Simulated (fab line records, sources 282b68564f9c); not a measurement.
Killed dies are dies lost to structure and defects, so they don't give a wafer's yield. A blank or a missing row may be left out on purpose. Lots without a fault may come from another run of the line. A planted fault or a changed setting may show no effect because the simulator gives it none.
A struck lot beside a sound one | flow rit_cmos | 14 steps out of a route of 202
Sound: wafers L168.1, L168.4, L168.6. Struck: wafers L163.1, L163.4, L163.5. The cause comes at the end.
At each step with rows: each side's tool, then ch and its chambers, then its first start. Under that, the readings that differ: sound wafers | struck wafers | difference of the means | sigmas: that difference in standard deviations of wafers without a fault.
alike: readings whose means differ by less than 2 such deviations, and words and numbers that are the same on both sides. not compared: withheld readings, readings that some wafer has no value for, bounds like >300 that may hide the same value, and numbers for which the record gives no deviation and whose values overlap.
The two part at a step that has a row with sigmas, a row that says differs or no value, or rows on one side only. Numbers that don't overlap but have no deviation are shown without sigmas and don't part them. A reading that every wafer of one side lacks parts them only if that side has two wafers or more.

first, 2 steps without rows for these wafers: RIT_NSD_PEB_04; RIT_NSD_DEVELOP_05 (develop time 50 s).
RIT_NSD_OVL_MEAS_06:
  sound on overlay-02, day 5 21:49; struck on overlay-01, day 4 21:34
  reading      | sound       | struck         | difference | sigmas
  NSD_OVL (nm) | 1.1 0.7 1.7 | -2.3 -2.4 -3.5 | -3.9       | -2
then, 2 steps without rows for these wafers: RIT_NSD_HARDBAKE_07 (time 60 s); RIT_NSD_IMPLANT_08.
RIT_NSD_STRIP_09: strips in O2, time 180 s.
  sound on plasma_asher-01 ch 0,1, day 5 22:10; struck on plasma_asher-04 ch 0,1, day 4 21:54
  alike: drypump_motor_current_A
  not compared: rf_hours_counter_h
RIT_NSD_TW_MEAS_10:
  sound on film_metro-01, day 5 22:20; struck on film_metro-02, day 4 22:05
  reading | sound          | struck         | difference | sigmas
  NSD_TW  | 3121 3107 3095 | 3174 3149 3120 | +40        | +3
then, 5 steps without rows for these wafers: RIT_PSD_HMDS_00 (prime time 60 s); RIT_PSD_COAT_01 (resist thk 1000 nm); RIT_PSD_SOFTBAKE_02 (time 60 s); RIT_PSD_EXPOSE_03 (exposes mask M10, target cd 40900 nm); RIT_PSD_PEB_04.
RIT_PSD_DEVELOP_05: develop time 51.76 s.
  sound on litho_track-01 ch 0, day 5 23:00; struck on litho_track-01, day 4 22:00
  no value came back on the struck wafers for chill_plate_temp_C (C), develop_time_s (s); on the sound wafers chill_plate_temp_C (C) reads 23.07 23.02 23.18
RIT_PSD_OVL_MEAS_06:
  sound on overlay-02, day 5 23:22; struck on overlay-01, day 4 23:07
  reading      | sound       | struck | difference                    | sigmas
  PSD_OVL (nm) | 1.1 1.2 0.0 | - - -  | no value on the struck wafers |

WHERE THEY PART
First at RIT_NSD_OVL_MEAS_06; last, within this record, at RIT_PSD_OVL_MEAS_06.

WHY: what the simulator had put in
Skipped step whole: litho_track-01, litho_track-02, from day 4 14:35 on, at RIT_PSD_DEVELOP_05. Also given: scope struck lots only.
